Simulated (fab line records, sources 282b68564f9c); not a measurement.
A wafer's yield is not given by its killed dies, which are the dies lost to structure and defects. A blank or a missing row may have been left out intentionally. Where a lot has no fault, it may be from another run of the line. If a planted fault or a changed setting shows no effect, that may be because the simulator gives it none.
Which of the tools did it? -- flow rit_cmos -- 36 wafers from 12 lots sampled at 6 of the route's 202 steps

## WHAT THE GAUGES SHOWED, per wafer
RIT_GATE_THK_MEAS_07. Usual: GATE_OXIDE_THK gives 3.02 nm (standard deviation 0.063).
lot,measured,on,GATE_OXIDE_THK (nm),flag
L571,day 2 15:22,film_metro-01,3.09 3.16 3.06,
L572,day 3 01:19,film_metro-02,2.94 3.00 2.98,
L573,day 3 05:13,film_metro-04,3.06 3.00 3.00,
L575,day 3 16:23,film_metro-01,3.13 3.11 3.12,
L576,day 3 21:34,film_metro-02,3.01 3.02 2.99,
L581,day 4 22:28,film_metro-01,3.04 3.09 3.11,
L583,day 5 07:20,film_metro-01,3.06 3.04 3.04,
L584,day 5 11:43,film_metro-01,3.03 3.02 3.04,
L585,day 5 13:20,film_metro-04,3.01 3.16 3.08,
L586,day 5 19:30,film_metro-02,2.96 3.01 2.97,
L592,day 7 03:21,film_metro-04,3.01 3.04 3.03,
L593,day 7 09:47,film_metro-01,3.03 3.08 3.07,

RIT_GATE_CD_MEAS_90: target cd 150 nm. Usual: cd_nm reads 149.5 nm (standard deviation 2.3).
lot,measured,on,cd_nm (nm),flag
L571,day 2 18:49,cd_sem-02,150.2 148.0 149.2,
L572,day 3 04:39,cd_sem-02,147.1 146.9 146.4,
L573,day 3 08:25,cd_sem-02,152.2 151.3 150.6,
L575,day 3 20:26,cd_sem-02,153.0 151.1 151.3,
L576,day 4 01:41,cd_sem-02,148.2 147.1 146.9,
L581,day 5 01:47,cd_sem-01,148.0 149.3 148.1,
L583,day 5 11:04,cd_sem-01,149.3 149.5 150.4,
L584,day 5 15:23,cd_sem-02,148.6 146.5 148.3,
L585,day 5 16:50,cd_sem-01,150.4 151.1 150.6,
L586,day 5 23:00,cd_sem-02,150.9 152.2 149.7,
L592,day 7 06:38,cd_sem-02,147.3 146.9 148.7,
L593,day 7 13:05,cd_sem-02,153.4 152.4 149.8,

RIT_NSD_TW_MEAS_10. Usual: NSD_TW gives 3100 (standard deviation 19).
lot,measured,on,NSD_TW,flag
L571,day 3 06:55,film_metro-04,3070 3068 3065,
L572,day 3 18:40,film_metro-04,3073 3073 3060,
L573,day 3 18:54,film_metro-03,3090 3102 3100,
L575,day 4 09:05,film_metro-03,3115 3097 3108,
L576,day 4 13:51,film_metro-03,3108 3112 3098,
L581,day 5 13:23,film_metro-01,3329 3313 3318 3309 3332 3331,OFF
L583,day 5 21:28,film_metro-01,3104 3102 3106,
L584,day 6 03:30,film_metro-04,3332 3335 3323 3302 3315 3325,OFF
L585,day 6 03:19,film_metro-04,3098 3099 3097,
L586,day 6 11:25,film_metro-04,3097 3108 3101,
L592,day 7 18:10,film_metro-03,3094 3098 3107,
L593,day 8 03:21,film_metro-01,3147 3148 3124,

RIT_SDANNEAL_RS_MEAS_05: measurement is done with a four-point probe. Usual: NSD_RS gives 84.46 ohm/sq (standard deviation 0.28).
lot,measured,on,NSD_RS (ohm/sq),flag
L571,day 3 09:04,film_metro-03,84.24 84.03 83.99,
L572,day 3 20:58,film_metro-04,84.66 84.45 84.23,
L573,day 3 21:16,film_metro-03,84.36 84.16 84.31,
L575,day 4 11:15,film_metro-03,84.51 84.35 84.41,
L576,day 4 16:08,film_metro-01,84.42 84.27 84.59,
L581,day 5 19:27,film_metro-01,64.42 64.32 64.25 64.36 64.30 64.30,OFF
L583,day 5 23:44,film_metro-01,84.23 84.15 84.07,
L584,day 6 13:37,film_metro-03,64.30 64.19 64.16 64.38 64.16 64.19,OFF
L585,day 6 05:25,film_metro-04,85.05 84.60 84.65,
L586,day 6 13:31,film_metro-04,84.05 84.24 84.43,
L592,day 7 20:12,film_metro-04,84.67 84.76 84.48,
L593,day 8 05:30,film_metro-01,84.11 84.00 84.21,

RIT_M1_CD_MEAS_09: target cd 2600 nm. Usual: cd_nm reads 2599.3 nm (standard deviation 2.1).
lot,measured,on,cd_nm (nm),flag
L571,day 3 13:48,cd_sem-01,2598.4 2599.2 2598.8,
L572,day 4 01:38,cd_sem-02,2600.4 2600.4 2600.8,
L573,day 4 02:04,cd_sem-02,2598.9 2601.1 2600.0,
L575,day 4 15:59,cd_sem-02,2595.1 2597.0 2599.4,
L576,day 4 20:56,cd_sem-02,2598.2 2599.5 2600.1,
L583,day 6 04:26,cd_sem-01,2599.1 2598.0 2597.1,
L585,day 6 09:55,cd_sem-01,2600.9 2599.4 2599.7,
L586,day 6 18:32,cd_sem-01,2599.9 2599.2 2601.2,
L592,day 8 00:49,cd_sem-02,2601.0 2602.6 2600.9,
L593,day 8 09:58,cd_sem-02,2599.7 2600.1 2600.7,

## EACH LOT AND THE TOOL THAT RAN IT (in order: tool; ch and the chambers of the sampled wafers; start)
lot,RIT_NSD_IMPLANT_08
L571,"implanter-02 ch 0, day 3 06:35"
L572,"implanter-03 ch 0, day 3 18:23"
L573,"implanter-01 ch 0, day 3 18:36"
L575,"implanter-01 ch 0, day 4 08:47"
L576,"implanter-03 ch 0, day 4 13:32"
L581,"implanter-01 ch 0, day 5 13:06"
L583,"implanter-03 ch 0, day 5 21:08"
L584,"implanter-01 ch 0, day 6 03:11"
L585,"implanter-02 ch 0, day 6 02:59"
L586,"implanter-02 ch 0, day 6 11:08"
L592,"implanter-03 ch 0, day 7 17:52"
L593,"implanter-03 ch 0, day 8 03:01"
- RIT_NSD_IMPLANT_08

## WHAT THE TOOLS THEMSELVES READ (means of the sampled wafers that have a number; where no wafer has one, the mark that the record gives instead)
RIT_NSD_IMPLANT_08. Usual: beam_on_s 10.01 s, standard deviation 0.22; faraday_current_uA 3132, standard deviation 69.
lot,tool,beam_on_s (s),faraday_current_uA,flag
L571,implanter-02,9.83,3186,
L572,implanter-03,10.05,3128,
L573,implanter-01,10.12,3103,
L575,implanter-01,9.99,3130,
L576,implanter-03,10.05,3111,
L581,implanter-01,14.12,2219,OFF
L583,implanter-03,9.84,3179,
L584,implanter-01,14.46,2167,OFF
L585,implanter-02,10.04,3115,
L586,implanter-02,9.95,3137,
L592,implanter-03,10.11,3102,
L593,implanter-03,10.04,3110,

## THE ANSWER, worked out from the rows above alone
Rule: take the mean of a lot's wafers that have a number; if it is more than 3 standard deviations from the usual mean, the lot is off. A lot without any number at a reading at which 4 lots or more have one is off too. The other lots that the step has rows for count as sound. After the gauges, taken in route order, come the tools' own readings; for these a lot's mean is taken, as printed above. At the first step where some lot is off, the reading lying furthest off is the one used; lots without a number count as furthest.
Off: at RIT_NSD_TW_MEAS_10 (NSD_TW), L581, L584.
A tool fits if, at a process step before that reading, it ran every lot that is off, and no sound lot after the first of them. The gauges at RIT_NSD_TW_MEAS_10 aren't tried: what is off there is off at RIT_NSD_IMPLANT_08 too, on other tools, and a gauge's error can't cause that. One fits: RIT_NSD_IMPLANT_08 on implanter-01. Its last sound lot is L575 (day 4 08:47), its first lot that is off L581 (day 5 13:06): a fault that began between those two fits.
The tool's own readings at RIT_NSD_IMPLANT_08 bear it out: on the lots that are off they differ by more than 5 times the standard deviation of the sound lots' means. beam_on_s reads 14.29 s there against 10.00 s on the sound lots; faraday_current_uA reads 2193 there against 3130 on the sound lots.

## WHAT THE SIMULATOR HAD PUT IN
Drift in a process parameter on implanter-01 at RIT_NSD_IMPLANT_08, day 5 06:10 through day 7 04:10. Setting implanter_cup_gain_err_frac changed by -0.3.
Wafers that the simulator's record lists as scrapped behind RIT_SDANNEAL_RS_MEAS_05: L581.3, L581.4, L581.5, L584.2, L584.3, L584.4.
Shown lots that were struck: L581, L584. The rule given above showed the same thing.
